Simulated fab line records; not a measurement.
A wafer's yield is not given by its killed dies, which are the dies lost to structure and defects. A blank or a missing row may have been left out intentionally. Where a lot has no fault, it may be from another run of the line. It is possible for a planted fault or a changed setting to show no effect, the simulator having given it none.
Which tool is to blame? / flow berkeleyCmos170 / 42 wafers from 14 lots sampled at 6 of the route's 331 steps

WHAT EACH GAUGE READ, for each wafer
UCB170_GATE_THK_MEAS_02.
lot=L367; measured=day 5 01:29; on=filmMetro-02; GATE_OXIDE_THK (nm)=6.54 6.35 6.59
lot=L369; measured=day 6 05:01; on=filmMetro-04; GATE_OXIDE_THK (nm)=6.58 6.60 6.46
lot=L370; measured=day 6 10:16; on=filmMetro-02; GATE_OXIDE_THK (nm)=6.67 6.62 6.54
lot=L373; measured=day 7 00:38; on=filmMetro-02; GATE_OXIDE_THK (nm)=6.77 6.76 6.72
lot=L372; measured=day 7 05:02; on=filmMetro-04; GATE_OXIDE_THK (nm)=6.44 6.42 6.57
lot=L374; measured=day 7 09:32; on=filmMetro-01; GATE_OXIDE_THK (nm)=6.65 6.48 6.53
lot=L378; measured=day 8 05:19; on=filmMetro-04; GATE_OXIDE_THK (nm)=6.50 6.59 6.57
lot=L382; measured=day 8 23:11; on=filmMetro-02; GATE_OXIDE_THK (nm)=6.66 6.53 6.74
lot=L379; measured=day 8 23:15; on=filmMetro-01; GATE_OXIDE_THK (nm)=6.59 6.71 6.73
lot=L384; measured=day 9 10:25; on=filmMetro-01; GATE_OXIDE_THK (nm)=6.46 6.47 6.60
lot=L386; measured=day 9 20:44; on=filmMetro-04; GATE_OXIDE_THK (nm)=6.61 6.54 6.67
lot=L388; measured=day 10 06:18; on=filmMetro-04; GATE_OXIDE_THK (nm)=6.77 6.60 6.67
lot=L389; measured=day 10 06:18; on=filmMetro-01; GATE_OXIDE_THK (nm)=6.90 6.91 6.94
lot=L390; measured=day 10 06:23; on=filmMetro-02; GATE_OXIDE_THK (nm)=6.67 6.79 6.74

UCB170_PLDD_TW_MEAS_11.
lot=L367; measured=day 5 11:18; on=filmMetro-01; PLDD_TW=1010 1009 1008
lot=L369; measured=day 6 16:14; on=filmMetro-03; PLDD_TW=1023 1029 1023
lot=L370; measured=day 6 21:57; on=filmMetro-01; PLDD_TW=1011 1013 1010
lot=L373; measured=day 7 07:57; on=filmMetro-01; PLDD_TW=1009 1004 1008
lot=L372; measured=day 7 13:49; on=filmMetro-01; PLDD_TW=938 939 936
lot=L374; measured=day 7 20:11; on=filmMetro-02; PLDD_TW=947 947 948
lot=L378; measured=day 8 20:49; on=filmMetro-01; PLDD_TW=1005 1005 1008
lot=L382; measured=day 9 07:23; on=filmMetro-02; PLDD_TW=1022 1024 1026
lot=L379; measured=day 9 07:17; on=filmMetro-03; PLDD_TW=1026 1023 1024
lot=L384; measured=day 9 21:32; on=filmMetro-02; PLDD_TW=1033 1028 1022
lot=L386; measured=day 10 05:28; on=filmMetro-03; PLDD_TW=1024 1021 1024
lot=L388; measured=day 10 15:34; on=filmMetro-01; PLDD_TW=1006 1003 1007
lot=L389; measured=day 10 15:52; on=filmMetro-01; PLDD_TW=999 1000 1004
lot=L390; measured=day 10 15:42; on=filmMetro-03; PLDD_TW=1020 1023 1023

UCB170_NLDD_OVL_MEAS_07.
lot=L367; measured=day 5 13:23; on=overlay-01; NLDD_OVL (nm)=-3 -4 -4
lot=L369; measured=day 6 17:26; on=overlay-02; NLDD_OVL (nm)=2 -3 -1
lot=L370; measured=day 7 00:47; on=overlay-02; NLDD_OVL (nm)=15 7 12
lot=L373; measured=day 7 09:19; on=overlay-02; NLDD_OVL (nm)=-8 -5 -3
lot=L372; measured=day 7 15:10; on=overlay-02; NLDD_OVL (nm)=0 -4 2
lot=L374; measured=day 7 21:43; on=overlay-02; NLDD_OVL (nm)=-2 -2 -2
lot=L378; measured=day 8 22:10; on=overlay-02; NLDD_OVL (nm)=5 10 6
lot=L382; measured=day 9 09:13; on=overlay-02; NLDD_OVL (nm)=6 4 5
lot=L379; measured=day 9 08:52; on=overlay-02; NLDD_OVL (nm)=-2 6 1
lot=L384; measured=day 9 23:14; on=overlay-01; NLDD_OVL (nm)=4 2 3
lot=L386; measured=day 10 06:47; on=overlay-02; NLDD_OVL (nm)=-2 -8 -4
lot=L388; measured=day 10 18:44; on=overlay-01; NLDD_OVL (nm)=-3 -2 -7
lot=L389; measured=day 10 19:20; on=overlay-01; NLDD_OVL (nm)=4 1 11
lot=L390; measured=day 10 18:52; on=overlay-01; NLDD_OVL (nm)=-2 -10 2

UCB170_SDANNEAL_RS_MEAS_04: a four-point-probe measurement.
lot=L367; measured=day 5 23:56; on=filmMetro-02; PLDD_RS (ohm/sq)=1034.0 1036.0 1033.9
lot=L369; measured=day 7 05:52; on=filmMetro-01; PLDD_RS (ohm/sq)=1028.6 1026.0 1028.1
lot=L370; measured=day 7 08:52; on=filmMetro-03; PLDD_RS (ohm/sq)=1031.5 1028.1 1029.7
lot=L373; measured=day 7 23:10; on=filmMetro-01; PLDD_RS (ohm/sq)=1028.9 1028.8 1030.2
lot=L372; measured=day 8 02:02; on=filmMetro-02; PLDD_RS (ohm/sq)=1235.0 1236.0 1238.8
lot=L374; measured=day 8 09:57; on=filmMetro-03; PLDD_RS (ohm/sq)=1243.3 1244.0 1244.0
lot=L378; measured=day 9 08:22; on=filmMetro-02; PLDD_RS (ohm/sq)=1028.3 1031.7 1031.1
lot=L382; measured=day 9 20:32; on=filmMetro-01; PLDD_RS (ohm/sq)=1030.6 1031.4 1033.6
lot=L379; measured=day 9 20:08; on=filmMetro-02; PLDD_RS (ohm/sq)=1026.9 1028.9 1030.0
lot=L384; measured=day 10 07:55; on=filmMetro-01; PLDD_RS (ohm/sq)=1028.1 1026.6 1033.9
lot=L386; measured=day 10 18:34; on=filmMetro-01; PLDD_RS (ohm/sq)=1028.7 1032.7 1029.3
lot=L388; measured=day 11 07:26; on=filmMetro-03; PLDD_RS (ohm/sq)=1031.9 1029.8 1028.8
lot=L389; measured=day 11 07:18; on=filmMetro-01; PLDD_RS (ohm/sq)=1033.3 1031.0 1032.1
lot=L390; measured=day 11 05:31; on=filmMetro-02; PLDD_RS (ohm/sq)=1033.7 1031.4 1030.3

WHAT TOOL EACH LOT RAN ON (gives the tool, then ch and the chambers of the sampled wafers, and finally the start)
lot=L367; UCB170_PLDD_IMPLANT_08=implanter-03 ch 0, day 5 10:55; UCB170_SPACER_ETCHBACK_03=rieDiel-01 ch 0,3, day 5 18:57
lot=L369; UCB170_PLDD_IMPLANT_08=implanter-04 ch 0, day 6 15:50; UCB170_SPACER_ETCHBACK_03=rieDiel-01 ch 0,2,3, day 6 21:38
lot=L370; UCB170_PLDD_IMPLANT_08=implanter-03 ch 0, day 6 21:33; UCB170_SPACER_ETCHBACK_03=rieDiel-01 ch 0,3, day 7 04:37
lot=L373; UCB170_PLDD_IMPLANT_08=implanter-02 ch 0, day 7 07:33; UCB170_SPACER_ETCHBACK_03=rieDiel-04 ch 1,2,3, day 7 15:13
lot=L372; UCB170_PLDD_IMPLANT_08=implanter-03 ch 0, day 7 13:26; UCB170_SPACER_ETCHBACK_03=rieDiel-03 ch 0,2,3, day 7 19:43
lot=L374; UCB170_PLDD_IMPLANT_08=implanter-03 ch 0, day 7 19:47; UCB170_SPACER_ETCHBACK_03=rieDiel-04 ch 0,1, day 8 03:23
lot=L378; UCB170_PLDD_IMPLANT_08=implanter-02 ch 0, day 8 20:25; UCB170_SPACER_ETCHBACK_03=rieDiel-03 ch 2,3, day 9 02:51
lot=L382; UCB170_PLDD_IMPLANT_08=implanter-02 ch 0, day 9 06:57; UCB170_SPACER_ETCHBACK_03=rieDiel-04 ch 0,2,3, day 9 14:23
lot=L379; UCB170_PLDD_IMPLANT_08=implanter-04 ch 0, day 9 06:53; UCB170_SPACER_ETCHBACK_03=rieDiel-03 ch 1,2,3, day 9 14:23
lot=L384; UCB170_PLDD_IMPLANT_08=implanter-02 ch 0, day 9 21:08; UCB170_SPACER_ETCHBACK_03=rieDiel-03 ch 1,2, day 10 02:20
lot=L386; UCB170_PLDD_IMPLANT_08=implanter-04 ch 0, day 10 05:05; UCB170_SPACER_ETCHBACK_03=rieDiel-04 ch 0,1,2, day 10 12:00
lot=L388; UCB170_PLDD_IMPLANT_08=implanter-04 ch 0, day 10 15:10; UCB170_SPACER_ETCHBACK_03=rieDiel-04 ch 0,1, day 10 21:48
lot=L389; UCB170_PLDD_IMPLANT_08=implanter-04 ch 0, day 10 15:28; UCB170_SPACER_ETCHBACK_03=rieDiel-03 ch 0,1,2, day 10 21:53
lot=L390; UCB170_PLDD_IMPLANT_08=implanter-02 ch 0, day 10 15:20; UCB170_SPACER_ETCHBACK_03=rieDiel-01 ch 1,2, day 10 21:48
- UCB170_PLDD_IMPLANT_08
- UCB170_SPACER_ETCHBACK_03: etches SiO2 in CHF3/CF4/Ar, stops on Si, target depth 376 nm, time 100 s.

AS READ BY THE TOOLS THEMSELVES (means over the sampled wafers that have a number; for cases with no such wafer, the mark the record gives instead)
UCB170_PLDD_IMPLANT_08.
lot=L367 tool=implanter-03 doseIonsCm2=5e+13 faradayCurrentUA=158
lot=L369 tool=implanter-04 doseIonsCm2=5e+13 faradayCurrentUA=160
lot=L370 tool=implanter-03 doseIonsCm2=5e+13 faradayCurrentUA=157
lot=L373 tool=implanter-02 doseIonsCm2=5e+13 faradayCurrentUA=156
lot=L372 tool=implanter-03 doseIonsCm2=3e+13 faradayCurrentUA=91
lot=L374 tool=implanter-03 doseIonsCm2=3e+13 faradayCurrentUA=93
lot=L378 tool=implanter-02 doseIonsCm2=5e+13 faradayCurrentUA=159
lot=L382 tool=implanter-02 doseIonsCm2=5e+13 faradayCurrentUA=161
lot=L379 tool=implanter-04 doseIonsCm2=5e+13 faradayCurrentUA=160
lot=L384 tool=implanter-02 doseIonsCm2=5e+13 faradayCurrentUA=161
lot=L386 tool=implanter-04 doseIonsCm2=5e+13 faradayCurrentUA=158
lot=L388 tool=implanter-04 doseIonsCm2=5e+13 faradayCurrentUA=160
lot=L389 tool=implanter-04 doseIonsCm2=5e+13 faradayCurrentUA=157
lot=L390 tool=implanter-02 doseIonsCm2=5e+13 faradayCurrentUA=159

UCB170_SPACER_ETCHBACK_03.
lot=L367; tool=rieDiel-01; CHF3_flow_sccm (sccm)=49.94; drypumpMotorCurrentA (A)=5.1; oesProductAu (a.u.)=0.901; throttleValvePct (%)=6.73
lot=L369; tool=rieDiel-01; CHF3_flow_sccm (sccm)=50.11; drypumpMotorCurrentA (A)=5.4; oesProductAu (a.u.)=0.900; throttleValvePct (%)=6.64
lot=L370; tool=rieDiel-01; CHF3_flow_sccm (sccm)=50.15; drypumpMotorCurrentA (A)=5.1; oesProductAu (a.u.)=0.896; throttleValvePct (%)=6.69
lot=L373; tool=rieDiel-04; CHF3_flow_sccm (sccm)=50.12; drypumpMotorCurrentA (A)=5.6; oesProductAu (a.u.)=0.892; throttleValvePct (%)=6.45
lot=L372; tool=rieDiel-03; CHF3_flow_sccm (sccm)=49.92; drypumpMotorCurrentA (A)=6.0; oesProductAu (a.u.)=0.900; throttleValvePct (%)=6.45
lot=L374; tool=rieDiel-04; CHF3_flow_sccm (sccm)=50.02; drypumpMotorCurrentA (A)=5.4; oesProductAu (a.u.)=0.886; throttleValvePct (%)=6.46
lot=L378; tool=rieDiel-03; CHF3_flow_sccm (sccm)=49.99; drypumpMotorCurrentA (A)=6.0; oesProductAu (a.u.)=0.906; throttleValvePct (%)=6.47
lot=L382; tool=rieDiel-04; CHF3_flow_sccm (sccm)=49.97; drypumpMotorCurrentA (A)=5.4; oesProductAu (a.u.)=0.898; throttleValvePct (%)=6.42
lot=L379; tool=rieDiel-03; CHF3_flow_sccm (sccm)=49.94; drypumpMotorCurrentA (A)=6.0; oesProductAu (a.u.)=0.914; throttleValvePct (%)=6.49
lot=L384; tool=rieDiel-03; CHF3_flow_sccm (sccm)=49.87; drypumpMotorCurrentA (A)=5.8; oesProductAu (a.u.)=0.894; throttleValvePct (%)=6.44
lot=L386; tool=rieDiel-04; CHF3_flow_sccm (sccm)=49.98; drypumpMotorCurrentA (A)=5.7; oesProductAu (a.u.)=0.879; throttleValvePct (%)=6.50
lot=L388; tool=rieDiel-04; CHF3_flow_sccm (sccm)=49.94; drypumpMotorCurrentA (A)=5.5; oesProductAu (a.u.)=0.882; throttleValvePct (%)=6.46
lot=L389; tool=rieDiel-03; CHF3_flow_sccm (sccm)=49.96; drypumpMotorCurrentA (A)=5.9; oesProductAu (a.u.)=0.912; throttleValvePct (%)=6.47
lot=L390; tool=rieDiel-01; CHF3_flow_sccm (sccm)=50.09; drypumpMotorCurrentA (A)=5.8; oesProductAu (a.u.)=0.896; throttleValvePct (%)=6.32

THE ANSWER, worked out from the rows above alone
Rule: the usual values come from the lots themselves. Put in order of their means at a reading, lots are off if they are a third of the lots or fewer, leave a main group of 4 or more, and stand apart from it by a gap of 3 or more times the standard deviation of the main group's means; of several such gaps the widest counts. If all means in a main group match to the digits the tables above print for the reading, that group is not used. A lot without any number at a reading at which 4 lots or more have one is off too. The other lots that the step has rows for count as sound. After the gauges, taken in route order, come the tools' own readings; for these a lot's mean is taken, as printed above. The first step at which some lot is off is used, and at that step the reading that is off furthest; a lot without a number counts as furthest.
Off: L372, L374, at UCB170_PLDD_TW_MEAS_11 (PLDD_TW). The main group has a mean of 1015 with a standard deviation of 9.2.
A tool fits if, at a process step before that reading, it ran every lot that is off, and no sound lot after the first of them. The gauges at UCB170_PLDD_TW_MEAS_11 aren't tried: what is off there is off at UCB170_PLDD_IMPLANT_08 too, on other tools, and a gauge's error can't cause that. One fits: implanter-03 at UCB170_PLDD_IMPLANT_08. Its last sound lot is L370 (day 6 21:33), its first lot that is off L372 (day 7 13:26): a fault that began between those two fits.
The tool's own readings at UCB170_PLDD_IMPLANT_08 bear it out: on the lots that are off they differ by more than 5 times the standard deviation of the sound lots' means. doseIonsCm2 reads 3e+13 there against 5e+13 on the sound lots; faradayCurrentUA reads 92 there against 159 on the sound lots.

WHAT WAS PUT IN BY THE SIMULATOR
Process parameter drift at UCB170_PLDD_IMPLANT_08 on implanter-03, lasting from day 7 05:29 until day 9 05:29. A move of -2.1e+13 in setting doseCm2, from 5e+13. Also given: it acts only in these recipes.
Shown lots that were struck: L372, L374. The rule above reached the same finding.
